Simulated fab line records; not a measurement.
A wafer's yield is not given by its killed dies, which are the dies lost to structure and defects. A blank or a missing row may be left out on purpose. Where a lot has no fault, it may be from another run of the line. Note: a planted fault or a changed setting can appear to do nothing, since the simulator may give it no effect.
Which tool is to blame? || flow rit_cmos || at 1 step of a route of 202, 14 lots with 42 wafers sampled

## WHAT THE GAUGES SHOWED, per wafer
No reading from a measuring or inspecting step in the record can be judged against a usual standard deviation.

## EACH LOT AND THE TOOL THAT RAN IT (in order: tool; ch and the chambers of the sampled wafers; start)
{"lot": "L473", "RIT_WELLDRIVE_ANNEAL_00": "furnace-03 ch 0, day 1 23:56"}
{"lot": "L474", "RIT_WELLDRIVE_ANNEAL_00": "furnace-01 ch 0, day 2 07:55"}
{"lot": "L477", "RIT_WELLDRIVE_ANNEAL_00": "furnace-04 ch 0, day 2 22:07"}
{"lot": "L478", "RIT_WELLDRIVE_ANNEAL_00": "furnace-03 ch 0, day 3 01:02"}
{"lot": "L479", "RIT_WELLDRIVE_ANNEAL_00": "furnace-01 ch 0, day 3 04:50"}
{"lot": "L480", "RIT_WELLDRIVE_ANNEAL_00": "furnace-03 ch 0, day 3 10:28"}
{"lot": "L482", "RIT_WELLDRIVE_ANNEAL_00": "furnace-03, day 4 00:48"}
{"lot": "L483", "RIT_WELLDRIVE_ANNEAL_00": "furnace-01, day 4 02:02"}
{"lot": "L485", "RIT_WELLDRIVE_ANNEAL_00": "furnace-03 ch 0, day 4 10:49"}
{"lot": "L491", "RIT_WELLDRIVE_ANNEAL_00": "furnace-01 ch 0, day 5 17:10"}
{"lot": "L492", "RIT_WELLDRIVE_ANNEAL_00": "furnace-01 ch 0, day 5 22:16"}
{"lot": "L494", "RIT_WELLDRIVE_ANNEAL_00": "furnace-01 ch 0, day 6 09:41"}
{"lot": "L495", "RIT_WELLDRIVE_ANNEAL_00": "furnace-01 ch 0, day 6 14:46"}
{"lot": "L496", "RIT_WELLDRIVE_ANNEAL_00": "furnace-01 ch 0, day 6 19:51"}
- RIT_WELLDRIVE_ANNEAL_00: time 14700 s.

## WHAT THE TOOLS THEMSELVES READ (means of the sampled wafers that have a number; where no wafer has one, the mark that the record gives instead)
RIT_WELLDRIVE_ANNEAL_00. Usual: run_length_s 18264 s, standard deviation 9.9; spike_tc_centre_C 1102.1 C, standard deviation 1.3; tube_center_temp_C_max 1102.8, standard deviation 0.45.
{"lot": "L473", "tool": "furnace-03", "run_length_s (s)": 18260, "spike_tc_centre_C (C)": 1102.9, "tube_center_temp_C_max": 1102.6, "flag": ""}
{"lot": "L474", "tool": "furnace-01", "run_length_s (s)": 18264, "spike_tc_centre_C (C)": 1101.0, "tube_center_temp_C_max": 1102.7, "flag": ""}
{"lot": "L477", "tool": "furnace-04", "run_length_s (s)": 18276, "spike_tc_centre_C (C)": 1103.2, "tube_center_temp_C_max": 1103.5, "flag": ""}
{"lot": "L478", "tool": "furnace-03", "run_length_s (s)": 18248, "spike_tc_centre_C (C)": 1102.0, "tube_center_temp_C_max": 1103.0, "flag": ""}
{"lot": "L479", "tool": "furnace-01", "run_length_s (s)": 18268, "spike_tc_centre_C (C)": 1101.7, "tube_center_temp_C_max": 1102.8, "flag": ""}
{"lot": "L480", "tool": "furnace-03", "run_length_s (s)": 18255, "spike_tc_centre_C (C)": 1101.7, "tube_center_temp_C_max": 1103.3, "flag": ""}
{"lot": "L482", "tool": "furnace-03", "run_length_s (s)": "-", "spike_tc_centre_C (C)": "-", "tube_center_temp_C_max": "-", "flag": "OFF"}
{"lot": "L483", "tool": "furnace-01", "run_length_s (s)": "-", "spike_tc_centre_C (C)": "-", "tube_center_temp_C_max": "-", "flag": "OFF"}
{"lot": "L485", "tool": "furnace-03", "run_length_s (s)": 18257, "spike_tc_centre_C (C)": 1102.3, "tube_center_temp_C_max": 1102.7, "flag": ""}
{"lot": "L491", "tool": "furnace-01", "run_length_s (s)": 18271, "spike_tc_centre_C (C)": 1101.1, "tube_center_temp_C_max": 1103.3, "flag": ""}
{"lot": "L492", "tool": "furnace-01", "run_length_s (s)": 18271, "spike_tc_centre_C (C)": 1100.5, "tube_center_temp_C_max": 1102.3, "flag": ""}
{"lot": "L494", "tool": "furnace-01", "run_length_s (s)": 18268, "spike_tc_centre_C (C)": 1100.9, "tube_center_temp_C_max": 1102.5, "flag": ""}
{"lot": "L495", "tool": "furnace-01", "run_length_s (s)": 18273, "spike_tc_centre_C (C)": 1101.2, "tube_center_temp_C_max": 1102.7, "flag": ""}
{"lot": "L496", "tool": "furnace-01", "run_length_s (s)": 18273, "spike_tc_centre_C (C)": 1101.0, "tube_center_temp_C_max": 1103.3, "flag": ""}

## THE ANSWER, worked out from the rows above alone
Rule: a lot is off if the mean of its wafers that have a number lies more than 3 standard deviations from the usual mean. A lot without any number at a reading at which 4 lots or more have one is off too. Any other lot the step has rows for is counted as sound. The gauges are gone through in route order, then the tools' own readings, and for those a lot's mean is taken as printed above. The first step at which some lot is off is used, and at that step the reading that is off furthest; a lot without a number counts as furthest.
Off at RIT_WELLDRIVE_ANNEAL_00 (run_length_s): L482, L483. Without a number there: L482, L483.
A tool fits if, at that step or a process step before it, it ran every lot that is off, and no sound lot after the first of them. No candidate that was tried fits.

## WHAT HAD BEEN PUT IN BY THE SIMULATOR
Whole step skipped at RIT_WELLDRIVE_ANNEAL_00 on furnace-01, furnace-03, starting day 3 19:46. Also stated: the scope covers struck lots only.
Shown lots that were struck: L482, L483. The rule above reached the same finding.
